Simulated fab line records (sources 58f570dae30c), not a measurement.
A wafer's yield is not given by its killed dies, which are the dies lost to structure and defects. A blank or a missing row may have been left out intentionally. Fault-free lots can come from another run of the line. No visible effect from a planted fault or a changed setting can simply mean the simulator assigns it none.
A struck lot beside a sound one	flow berkeley_cmos170	16 steps out of a route of 331
Sound: wafers L537.1, L537.5, L537.6. Wafers L548.1, L548.3, L548.6 were the ones struck. Last of all comes the cause.
For every step that has rows: the tool of each side, followed by ch and its chambers, followed by its first start. Under that, the readings that differ: sound wafers	struck wafers	difference of the means	sigmas: that difference in standard deviations of wafers without a fault.
alike: readings with means less than 2 such deviations apart, plus words and numbers identical on both sides. not compared: withheld readings, readings lacking a value on some wafer, bounds such as >300 that could conceal the same value, and numbers that have no deviation in the record and whose values overlap.
The two part at a step that has a row with sigmas, a row that says differs or no value, or rows on one side only. When numbers do not overlap yet have no deviation, they are printed without sigmas and do not part them. Lack of a reading on every wafer of one side parts them only where that side has two or more wafers.

first, 1 step without rows for these wafers: UCB170_NWELL_OXIDATION_01 (target thk 26.4 nm, ox time 1260 s).
UCB170_NWELL_THK_MEAS_02:
  sound on film_metro-04 at day 3 05:38; struck on film_metro-02 at day 5 13:46
  alike: NWELL_OXIDE_THK
then, 2 steps without rows for these wafers: UCB170_NWELL_ANNEAL_03 (time 900 s); UCB170_NWELL_CVD_04 (deposits Si3N4 from SiH2Cl2/NH3, target thk 224 nm, time 3360 s).
UCB170_NWELL_THK_MEAS_05:
  sound on film_metro-03 at day 3 12:40; struck on film_metro-02 at day 5 18:53
  alike: NWELL_NITRIDE_THK
then, 6 steps without rows for these wafers: UCB170_NWELL_HMDS_06 (prime time 60 s); UCB170_NWELL_COAT_07 (resist thk 900 nm); UCB170_NWELL_SOFTBAKE_08 (time 60 s); UCB170_NWELL_EXPOSE_09 (exposes mask NWELL, target cd 3000 nm); UCB170_NWELL_PEB_10; UCB170_NWELL_DEVELOP_11 (develop time 45 s).
UCB170_NWELL_OVL_MEAS_12:
  sound on overlay-01 at day 3 14:21; struck on overlay-02 at day 5 20:02
  alike: NWELL_OVL
UCB170_NWELL_ETCH_13: etches Si3N4 in CH3F/Ar/O2, stops on SiO2, target depth 246.4 nm, time 154 s.
  sound on rie_diel-03 ch 0,1,3, day 3 14:23; struck on rie_diel-01 ch 1,2,3, day 5 20:05
  no value came back on the struck wafers for any of 6 readings (CH3F_flow_sccm (sccm), O2_flow_sccm (sccm) and others); on the sound wafers CH3F_flow_sccm (sccm) reads 19.98 19.91 20.12
reading	sound	struck	difference	sigmas
model.KrF_of_NWELL_COAT_07.thk_nm (nm)	720.5 721 716.1	886.3 884.5 886.6	+166.6	
  not compared: rf_hours_counter_h
following that, these wafers have no rows for 1 step: UCB170_NWELL_IMPLANT_14.
UCB170_NWELL_STRIP_15: strips in O2.
  sound on plasma_asher-01 ch 0,1, day 3 14:38; struck on plasma_asher-04 ch 0, day 5 20:20
reading	sound	struck	difference	sigmas
oes_product_au (a.u.)	0.725 0.720 0.725	0.736 0.740 0.735	+0.014	+3
strip_time_to_endpoint_s (s)	17.99 18.01 17.88	21.66 21.58 21.65	+3.67	+37
  alike: drypump_motor_current_A
  not compared: rf_hours_counter_h
UCB170_NWELL_TW_MEAS_16:
  sound on film_metro-02 at day 3 14:44; struck on film_metro-04 at day 5 20:26
reading	sound	struck	difference	sigmas
NWELL_TW	1250 1254 1246	1236 1229 1229	-19	-3

## WHERE THEY PART
First at UCB170_NWELL_ETCH_13; last, within this record, at UCB170_NWELL_TW_MEAS_16.

WHY: what the simulator had put in
Step skipped in full: rie_diel-01, at UCB170_NWELL_ETCH_13, from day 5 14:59 onward. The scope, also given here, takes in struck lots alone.
